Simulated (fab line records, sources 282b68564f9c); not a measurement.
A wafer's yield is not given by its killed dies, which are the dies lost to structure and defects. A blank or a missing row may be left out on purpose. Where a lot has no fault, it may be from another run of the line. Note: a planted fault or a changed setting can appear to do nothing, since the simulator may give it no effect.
Which of the tools did it? + flow rit-cmos + Sampling: 13 lots, 39 wafers, 5 of 202 route steps

== WHAT EACH GAUGE READ, for each wafer ==
RIT_FOX2_THK_MEAS_01. Usual: FOX2_OXIDE_THK typically reads 351 nm, with standard deviation 8.5.
| lot  | measured    | on            | FOX2_OXIDE_THK (nm) | flag |
|------|-------------|---------------|---------------------|------|
| L661 | day 2 11:35 | film-metro-03 | 346 345 351         |      |
| L663 | day 2 20:59 | film-metro-03 | 358 356 356         |      |
| L665 | day 3 03:45 | film-metro-02 | 350 360 354         |      |
| L664 | day 3 03:46 | film-metro-03 | 343 348 346         |      |
| L666 | day 3 08:10 | film-metro-03 | 362 362 358         |      |
| L667 | day 3 08:10 | film-metro-01 | 367 367 369         |      |
| L670 | day 3 21:42 | film-metro-02 | 362 361 368         |      |
| L672 | day 4 09:44 | film-metro-02 | 349 346 349         |      |
| L673 | day 4 13:51 | film-metro-01 | 345 350 350         |      |
| L679 | day 5 19:55 | film-metro-02 | 345 347 355         |      |
| L680 | day 5 23:12 | film-metro-01 | 350 349 345         |      |
| L681 | day 6 10:40 | film-metro-01 | 356 355 359         |      |
| L682 | day 6 12:35 | film-metro-02 | 349 350 351         |      |

RIT_GATE_THK_MEAS_09. Usual: GATE_POLY_THK typically reads 250.4 nm, with standard deviation 2.5.
| lot  | measured    | on            | GATE_POLY_THK (nm) | flag |
|------|-------------|---------------|--------------------|------|
| L661 | day 3 13:11 | film-metro-01 | 252.5 250.7 252.7  |      |
| L663 | day 3 18:13 | film-metro-03 | 249.5 247.0 249.7  |      |
| L665 | day 3 22:43 | film-metro-03 | 247.9 247.2 248.4  |      |
| L664 | day 3 23:38 | film-metro-02 | 249.4 248.5 249.3  |      |
| L666 | day 4 07:05 | film-metro-03 | 250.8 249.7 250.7  |      |
| L667 | day 4 07:05 | film-metro-02 | 250.6 251.1 249.5  |      |
| L670 | day 4 19:11 | film-metro-01 | 252.7 252.2 249.9  |      |
| L672 | day 5 05:52 | film-metro-02 | 248.1 248.9 248.6  |      |
| L673 | day 5 08:43 | film-metro-03 | 249.6 249.0 250.2  |      |
| L679 | day 6 16:46 | film-metro-02 | 254.9 255.8 253.2  |      |
| L680 | day 6 17:01 | film-metro-03 | 246.6 248.9 247.8  |      |
| L681 | day 7 07:18 | film-metro-01 | 250.7 249.6 251.4  |      |
| L682 | day 7 07:18 | film-metro-03 | 253.4 253.7 251.7  |      |

RIT_PSD_OVL_MEAS_06. Usual: PSD_OVL typically reads -0.1 nm, with standard deviation 1.5.
| lot  | measured    | on         | PSD_OVL (nm)   | flag |
|------|-------------|------------|----------------|------|
| L661 | day 4 03:51 | overlay-02 | -1.3 -0.4 -0.6 |      |
| L663 | day 4 08:53 | overlay-01 | -0.4 -0.7 -0.9 |      |
| L665 | day 4 13:39 | overlay-02 | 2.3 0.2 0.3    |      |
| L664 | day 4 15:25 | overlay-01 | 0.6 -1.6 -0.1  |      |
| L666 | day 4 21:52 | overlay-02 | -2.6 -2.4 -0.5 |      |
| L667 | day 4 20:16 | overlay-02 | 1.8 0.4 -1.2   |      |
| L670 | day 5 09:42 | overlay-01 | - - -          | OFF  |
| L672 | day 5 18:31 | overlay-02 | 0.5 1.0 1.8    |      |
| L673 | day 6 00:09 | overlay-01 | -0.4 -2.4 1.2  |      |
| L679 | day 7 07:01 | overlay-02 | -3.1 -2.3 -1.8 |      |
| L680 | day 7 07:29 | overlay-01 | -1.0 -1.8 1.5  |      |
| L681 | day 7 19:52 | overlay-01 | 4.4 1.9 3.5    |      |
| L682 | day 7 21:11 | overlay-01 | -1.3 0.4 0.4   |      |

RIT_PSD_TW_MEAS_10. Usual: PSD_TW typically reads 3420, with standard deviation 15.
| lot  | measured    | on            | PSD_TW         | flag |
|------|-------------|---------------|----------------|------|
| L661 | day 4 04:22 | film-metro-03 | 3428 3412 3420 |      |
| L663 | day 4 09:31 | film-metro-03 | 3414 3400 3410 |      |
| L665 | day 4 14:17 | film-metro-02 | 3413 3404 3413 |      |
| L664 | day 4 15:56 | film-metro-02 | 3434 3413 3420 |      |
| L666 | day 4 22:25 | film-metro-04 | 3389 3385 3398 |      |
| L667 | day 4 20:47 | film-metro-03 | 3444 3445 3407 |      |
| L670 | day 5 10:13 | film-metro-02 | 30 30 30       | OFF  |
| L672 | day 5 19:02 | film-metro-02 | 3433 3432 3435 |      |
| L673 | day 6 00:40 | film-metro-02 | 3423 3433 3429 |      |
| L679 | day 7 07:32 | film-metro-04 | 3411 3403 3386 |      |
| L680 | day 7 08:14 | film-metro-02 | 3410 3411 3426 |      |
| L681 | day 7 20:22 | film-metro-02 | 3420 3417 3422 |      |
| L682 | day 7 21:42 | film-metro-03 | 3414 3432 3437 |      |

== TOOL THAT RAN EACH LOT (tool first, then ch and the chambers of the sampled wafers, then the start) ==
| lot  | RIT_PSD_EXPOSE_03                  |
|------|------------------------------------|
| L661 | iline-stepper-02 ch 0, day 4 03:27 |
| L663 | iline-stepper-02 ch 0, day 4 08:25 |
| L665 | iline-stepper-01 ch 0, day 4 13:15 |
| L664 | iline-stepper-02 ch 0, day 4 15:02 |
| L666 | iline-stepper-02 ch 0, day 4 21:29 |
| L667 | iline-stepper-02 ch 0, day 4 19:41 |
| L670 | iline-stepper-02 ch 0, day 5 09:19 |
| L672 | iline-stepper-01 ch 0, day 5 18:08 |
| L673 | iline-stepper-01 ch 0, day 5 23:42 |
| L679 | iline-stepper-02 ch 0, day 7 06:32 |
| L680 | iline-stepper-02 ch 0, day 7 07:07 |
| L681 | iline-stepper-01 ch 0, day 7 19:28 |
| L682 | iline-stepper-02 ch 0, day 7 20:47 |
- RIT_PSD_EXPOSE_03: exposes mask M10, target cd 40900 nm.

== WHAT THE TOOLS THEMSELVES READ (means of the sampled wafers that have a number; where no wafer has one, the mark that the record gives instead) ==
The record holds no such reading with a usual standard deviation.

== THE ANSWER, worked out from the rows above alone ==
Rule: lot off if the mean of its wafers having a number is beyond 3 standard deviations from the usual mean. Also off: a lot with no number at a reading for which 4 or more lots have one. All remaining lots with rows at the step are treated as sound. The gauges are gone through in route order, then the tools' own readings, and for those a lot's mean is taken as printed above. The first step at which some lot is off is used, and at that step the reading that is off furthest; a lot without a number counts as furthest.
Off: L670, at RIT_PSD_OVL_MEAS_06 (PSD_OVL). Without a number there: L670.
If a tool, at a process step before that reading, ran all the lots that are off and no sound lot after the first of them, it fits. Not tried: the gauges at RIT_PSD_OVL_MEAS_06; whatever is off there is also off at RIT_PSD_TW_MEAS_10, on other tools, and gauge error can't account for it. None of those tried fits.

== WHAT WAS PUT IN BY THE SIMULATOR ==
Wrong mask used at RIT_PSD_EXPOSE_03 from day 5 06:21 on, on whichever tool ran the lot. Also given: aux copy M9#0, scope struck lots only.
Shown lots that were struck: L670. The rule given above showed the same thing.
